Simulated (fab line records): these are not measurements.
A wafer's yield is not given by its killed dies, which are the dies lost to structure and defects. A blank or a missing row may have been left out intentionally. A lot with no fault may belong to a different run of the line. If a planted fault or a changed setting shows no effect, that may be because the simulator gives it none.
fab line records ; flow berkeleyCmos170
record lots=5; wafers=27
route steps=331 shown M3@327
startH: the number of hours between the record's first day and the start of the first shown wafer of the lot ; waitH: how many hours have passed since the lot's step before this one ; " identical to the entry in the row above ; L1.1+2: a row that stands for several wafers ; - no value, or no start was given ; * or withheld: withheld ; < > ~ a bound
route shown NAME@n: NAME is a module with steps in the file, n the number in the route of the first one ; usual: mean/standard deviation of fault-free wafers ; same: alike in all rows ; chamber/n: place in a boat ; sites: readings site by site ; _std_site: the values' standard deviation ; _edge_site: outer sites' mean less inner sites' ; radiusMm: how far each site lies from the wafer's centre ; mask NAME#n: copy n ; behind: tool/chamber where the wafer was last shaped ; hold: what put the lot on hold/how long, in hours/how the hold closed ; device: transistor that didn't switch, given as n, p or np ; end of line: the route-end tests of the same wafers ; where a step has no rows: the recipe by itself ; killed: not the wafer's yield, but the dies lost to structure and defects at the first sort ; map: a wafer's dies, marking killed ones x, the rest . and places with no die _
set.NAME: the setting the step ran with; set.NAME@STEP: the setting that earlier step ran with ; model.NAME: the simulator's own value behind a step, which no gauge read
lots whose settings were changed on purpose; a table a step, a row a wafer
## steps
# step UCB170_M3_METAL_ETCH_18
# recipe chemistry=Cl2/BCl3; target=Al; stopOn=SiO2; pressureMtorr=12; targetDepthA=11700; overEtchFrac=0.3; timeS=195; icpW=600; biasW=120; Cl2_flow_sccm=90; bcl3FlowSccm=45
lot.wafer;tool;chamber;startH;waitH;set.timeS;model.KrF_of_M3_COAT_10.thkNm;model.M3.featureDepthNm;model.SiO2_of_V2_CVD_00.thkNm
L075.2;rieMetal-03;0;210.43;-;195;188.5;953.1;934.3
L075.3;rieMetal-03;0;210.43;-;195;183.2;956.1;936.2
L075.4;rieMetal-03;1;210.43;-;195;216.8;954;938
L078.1;rieMetal-02;0;222.53;-;195;211.1;961.8;938.7
L078.2;rieMetal-02;1;222.53;-;195;211.2;949.9;937.7
L078.3;rieMetal-02;1;222.53;-;195;217.1;961.1;938
L078.4;rieMetal-02;0;222.53;-;195;211.5;959.7;937.9
L078.5;rieMetal-02;1;222.53;-;195;215.6;961.4;937.5
L078.6;rieMetal-02;0;222.53;-;195;212.4;962.6;938.6
L076.1;rieMetal-02;1;225.76;-;164;317.6;967.1;945.5
L076.2;rieMetal-02;0;225.76;-;195;212.3;965;936.7
L076.3;rieMetal-02;1;225.76;-;164;329.3;963.8;948.3
L076.4;rieMetal-02;0;225.76;-;195;212.8;973.6;936.1
L076.5;rieMetal-02;0;225.76;-;195;215.5;976.2;938
L076.6;rieMetal-02;1;225.76;-;164;322.3;953.4;945.1
L081.1;rieMetal-02;1;240.58;-;195;220.7;945;938.2
L081.2;rieMetal-02;0;240.58;-;304.6;0;990.2;902
L081.3;rieMetal-02;0;240.58;-;304.6;0;997.4;900.4
L081.4;rieMetal-02;1;240.58;-;304.6;0;976.8;901.8
L081.5;rieMetal-02;1;240.58;-;195;212.6;954.8;939.3
L081.6;rieMetal-02;0;240.58;-;195;218.6;949.6;940.2
L085.1;rieMetal-02;0;275.67;-;261.3;0;970.4;915.1
L085.2;rieMetal-02;1;275.67;-;195;206.7;959.8;938.8
L085.3;rieMetal-02;0;275.67;-;261.3;0;985.6;914
L085.4;rieMetal-02;1;275.67;-;195;202.5;952.8;938.2
L085.5;rieMetal-02;1;275.67;-;261.3;0;963.9;916.5
L085.6;rieMetal-02;0;275.67;-;195;205.7;956.4;939.7
# step UCB170_M3_STRIP_19
# recipe chemistry=O2; powerW=400; pressureMtorr=3500; platenTempC=withheld; o2FlowSccm=400; overashFraction=0.5
# usual oesProductAu=0.534/0.018
lot.wafer;tool;chamber;startH;waitH;set.timeS@M3_METAL_ETCH_18;oesProductAu
L075.2;plasmaAsher-03;1;210.62;0.1;195;0.524
L075.3;plasmaAsher-03;1;210.62;0.1;195;0.515
L075.4;plasmaAsher-03;0;210.62;0.1;195;0.540
L078.1;plasmaAsher-04;0;222.72;0.1;195;0.544
L078.2;plasmaAsher-04;1;222.72;0.1;195;0.545
L078.3;plasmaAsher-04;1;222.72;0.1;195;0.554
L078.4;plasmaAsher-04;0;222.72;0.1;195;0.542
L078.5;plasmaAsher-04;0;222.72;0.1;195;0.548
L078.6;plasmaAsher-04;1;222.72;0.1;195;0.548
L076.1;plasmaAsher-02;0;225.95;0.1;164;0.654
L076.2;plasmaAsher-02;1;225.95;0.1;195;0.544
L076.3;plasmaAsher-02;0;225.95;0.1;164;0.658
L076.4;plasmaAsher-02;1;225.95;0.1;195;0.546
L076.5;plasmaAsher-02;0;225.95;0.1;195;0.549
L076.6;plasmaAsher-02;1;225.95;0.1;164;0.659
L081.1;plasmaAsher-04;0;240.77;0.1;195;0.554
L081.2;plasmaAsher-04;1;240.77;0.1;304.6;0.323
L081.3;plasmaAsher-04;0;240.77;0.1;304.6;0.307
L081.4;plasmaAsher-04;1;240.77;0.1;304.6;0.314
L081.5;plasmaAsher-04;0;240.77;0.1;195;0.539
L081.6;plasmaAsher-04;1;240.77;0.1;195;0.555
L085.1;plasmaAsher-03;1;275.85;0.1;261.3;0.312
L085.2;plasmaAsher-03;0;275.85;0.1;195;0.543
L085.3;plasmaAsher-03;1;275.85;0.1;261.3;0.314
L085.4;plasmaAsher-03;0;275.85;0.1;195;0.533
L085.5;plasmaAsher-03;1;275.85;0.1;261.3;0.318
L085.6;plasmaAsher-03;0;275.85;0.1;195;0.532
# step UCB170_M3_CD_MEAS_90
# recipe targetCdNm=700
# usual cdNm=700/4
lot.wafer;tool;chamber;startH;waitH;set.timeS@M3_METAL_ETCH_18;cdNm
L075.2;cdSem-01;-;210.74;0.1;195;693
L075.3;cdSem-01;-;210.74;0.1;195;691
L075.4;cdSem-01;-;210.74;0.1;195;698
L078.1;cdSem-02;-;222.82;0.1;195;701
L078.2;cdSem-02;-;222.82;0.1;195;700
L078.3;cdSem-02;-;222.82;0.1;195;702
L078.4;cdSem-02;-;222.82;0.1;195;703
L078.5;cdSem-02;-;222.82;0.1;195;701
L078.6;cdSem-02;-;222.82;0.1;195;701
L076.1;cdSem-02;-;226.05;0.1;164;714
L076.2;cdSem-02;-;226.05;0.1;195;710
L076.3;cdSem-02;-;226.05;0.1;164;710
L076.4;cdSem-02;-;226.05;0.1;195;709
L076.5;cdSem-02;-;226.05;0.1;195;705
L076.6;cdSem-02;-;226.05;0.1;164;713
L081.1;cdSem-02;-;240.87;0.1;195;704
L081.2;cdSem-02;-;240.87;0.1;304.6;673
L081.3;cdSem-02;-;240.87;0.1;304.6;677
L081.4;cdSem-02;-;240.87;0.1;304.6;675
L081.5;cdSem-02;-;240.87;0.1;195;702
L081.6;cdSem-02;-;240.87;0.1;195;704
L085.1;cdSem-02;-;275.95;0.1;261.3;687
L085.2;cdSem-02;-;275.95;0.1;195;698
L085.3;cdSem-02;-;275.95;0.1;261.3;685
L085.4;cdSem-02;-;275.95;0.1;195;700
L085.5;cdSem-02;-;275.95;0.1;261.3;684
L085.6;cdSem-02;-;275.95;0.1;195;703
## key
split step=UCB170_M3_METAL_ETCH_18; setting=timeS; stated=195; by=wafer
response step=UCB170_M3_METAL_ETCH_18; reading=model.KrF_of_M3_COAT_10.thkNm; change=-4.58; per=1%; r=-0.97
response step=UCB170_M3_METAL_ETCH_18; reading=model.M3.featureDepthNm; change=+0.633; per=1%; r=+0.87
response step=UCB170_M3_METAL_ETCH_18; reading=model.SiO2_of_V2_CVD_00.thkNm; change=-0.675; per=1%; r=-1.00
response step=UCB170_M3_STRIP_19; reading=oesProductAu; change=-0.00492; per=1%; r=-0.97
response step=UCB170_M3_CD_MEAS_90; reading=cdNm; change=-0.479; per=1%; r=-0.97
